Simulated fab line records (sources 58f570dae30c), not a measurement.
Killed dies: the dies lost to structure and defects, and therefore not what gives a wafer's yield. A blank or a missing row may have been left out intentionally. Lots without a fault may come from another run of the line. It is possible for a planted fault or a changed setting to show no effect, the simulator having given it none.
8D (eight disciplines) problem report, filled in by code -- flow berkeley_cmos170 -- the parts of the form that need people (team, actions taken, sign-off) are left out

## 1. PROBLEM STATEMENT
Wafers free of any fault read 1005 (standard deviation 10) for PLDD_TW at UCB170_PLDD_TW_MEAS_11, against a mean of 1137 on 6 wafers of 2 lots. That puts it +13 standard deviations away from the usual mean.
The first sign was on wafer L617.1 at day 9 00:47, on film_metro-02. The record holds 36 wafers of 12 lots with a number at this step. The rule behind "out" and "out of limits": a value lying over 4 standard deviations away from the usual mean. Any other wafer with a number is counted as sound.

## 2. WHAT IT IS, WHAT IT ISN'T
question,is,is not
which readings at this step,PLDD_TW,-
which lots,"L617, L621","L610, L624, L625, L627, L628, L629, L630, L631, L632, L633"
which wafers of those lots,all that have a number,-
read on which gauges,"film_metro-02, film_metro-03",film_metro-01
when,from day 9 00:47,"up to then (3 sound wafers); but 27 sound wafers of L624, L625, L627, L628, L629, L630, L631, L632, L633 came after"

## 3. THE SUSPECTS, EACH WITH WHAT RULES IT OUT
Counting: a tool stays on the suspect list if, at a process step up to the reading, it processed all lots that are out and no sound lot following the first of them.
- the gauge at UCB170_PLDD_TW_MEAS_11: ruled out. Those wafers that are out were read across 2 gauges (film_metro-02, film_metro-03).
- implanter-02 at UCB170_PLDD_IMPLANT_08: ruled out as a lasting fault. Following L617 (day 9 00:23), the first lot on it that is out, the sound lots L628, L631, L633 were run on it.
Left after counting: nothing in the record.

## 4. THE CAUSE (what the simulator had put in)
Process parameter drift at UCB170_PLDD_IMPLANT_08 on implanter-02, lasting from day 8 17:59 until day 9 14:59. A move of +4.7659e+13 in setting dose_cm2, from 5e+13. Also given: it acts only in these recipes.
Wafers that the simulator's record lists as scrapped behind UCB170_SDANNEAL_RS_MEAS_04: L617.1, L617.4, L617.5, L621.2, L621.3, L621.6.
It was ruled out by counting, in error; the rule expects a fault to strike all lots run on its tool from its start on, and this fault did not.

## 5. SEQUENCE OF EFFECTS, ordered by route
Each row: a reading whose mean over the struck wafers that have a number lies more than 3 standard deviations from the usual. Only readings whose record carries a usual standard deviation are examined. hours: median over the lots of the time between each lot's start at the first step of this table that gives one and its start at this step. sigmas: the change, counted in usual standard deviations.
hours,step,reading,usual,on struck wafers,change,sigmas
0,UCB170_PLDD_IMPLANT_08,beam_on_s,9.97 s,15.97,+6.00,+29
0,UCB170_PLDD_IMPLANT_08,dose_ions_cm2,4.999e+13,9.767e+13,+4.768e+13,+99 or more
0,UCB170_PLDD_IMPLANT_08,faraday_current_uA,159,194,+35,+11
0,UCB170_PLDD_TW_MEAS_11,PLDD_TW,1005,1137,+132,+13
18,UCB170_SDANNEAL_RS_MEAS_04,PLDD_RS,1031 ohm/sq,764,-267,-86
The process steps in it:
- UCB170_PLDD_IMPLANT_08

## 6. WHAT WOULD HAVE CAUGHT IT SOONER
7 hours passed between the start of the fault at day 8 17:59 and the first reading out of limits at a measuring or inspecting step in this record, taken at day 9 00:47.
The tool's own readings at UCB170_PLDD_IMPLANT_08 were out on every struck wafer that the step has a row for (beam_on_s, dose_ions_cm2, faraday_current_uA): an alarm limit on them would have fired on the first of those.
